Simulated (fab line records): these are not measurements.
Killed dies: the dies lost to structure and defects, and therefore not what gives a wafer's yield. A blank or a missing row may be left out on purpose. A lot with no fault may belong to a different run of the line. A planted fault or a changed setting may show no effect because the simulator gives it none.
Code-filled problem report in 8D (eight disciplines) form | flow ritCmos | the parts of the form that need people (team, actions taken, sign-off) are left out

1. THE PROBLEM
Mean of heaterPowerTotalW at RIT_GATE_SOFTBAKE_12: 35.39 W across 6 wafers in 2 lots; on wafers with no fault it is 34.57 W (standard deviation 0.049). That is +17 standard deviations from the usual mean.
The step: time 60 s.
First observed at day 6 21:23: wafer L556.1, on lithoTrack-04. At this step, 42 wafers from 14 lots have a number in the record. Rule for "out" (also "out of limits"): further than 4 standard deviations from the usual mean. The rest of the wafers with a number are treated as sound.

2. WHAT IT IS; WHAT IT IS NOT
question                    | is                            | is not
which readings at this step | heaterPowerTotalW, plateTempC | -
which lots                  | L556, L558                    | L535, L537, L538, L539, L541, L542, L543, L544, L546, L547, L548, L551
which wafers of those lots  | all that have a number        | -
read on which tools         | lithoTrack-04                 | lithoTrack-02, lithoTrack-03
when                        | from day 6 21:23              | up to then (36 sound wafers)

3. SUSPECTS, AND WHAT RULES EACH OUT
Counting: a tool at any process step up to the reading remains a suspect when it ran all the lots that are out and ran no sound lot after the first of those.
- lithoTrack-04 at RIT_GATE_SOFTBAKE_12 (time 60 s): kept. It processed each lot that is out, first L556 at day 6 21:23, and no sound lot thereafter; up to then, the last sound lot it processed was L548 at day 5 06:10. On those wafers its own readings are out: heaterPowerTotalW, plateTempC.
Left after counting: lithoTrack-04 at RIT_GATE_SOFTBAKE_12.

4. THE CAUSE (what the simulator had put in)
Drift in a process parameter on lithoTrack-04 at RIT_GATE_SOFTBAKE_12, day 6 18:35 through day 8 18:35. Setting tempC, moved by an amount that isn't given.
Counting left only this tool.

5. SEQUENCE OF EFFECTS, ordered by route
Each row: a reading whose mean over the struck wafers that have a number lies more than 3 standard deviations from the usual. Readings are gone through only where the record gives a usual standard deviation; hours: the median, over the lots, of the time from a lot's start at the first step in this table giving one to that lot's start at this step; sigmas: the change measured in usual standard deviations.
hours | step                 | reading           | usual   | on struck wafers | change | sigmas
0     | RIT_GATE_SOFTBAKE_12 | heaterPowerTotalW | 34.57 W | 35.39            | +0.82  | +17
0     | RIT_GATE_SOFTBAKE_12 | plateTempC        | 90.01 C | 91.57            | +1.56  | +13
It contains these process steps:
- RIT_GATE_SOFTBAKE_12: time 60 s.

6. HOW IT WOULD HAVE BEEN CAUGHT EARLIER
The fault began at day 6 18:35; the first out-of-limits reading in this record came at day 6 21:23, 3 hours later.
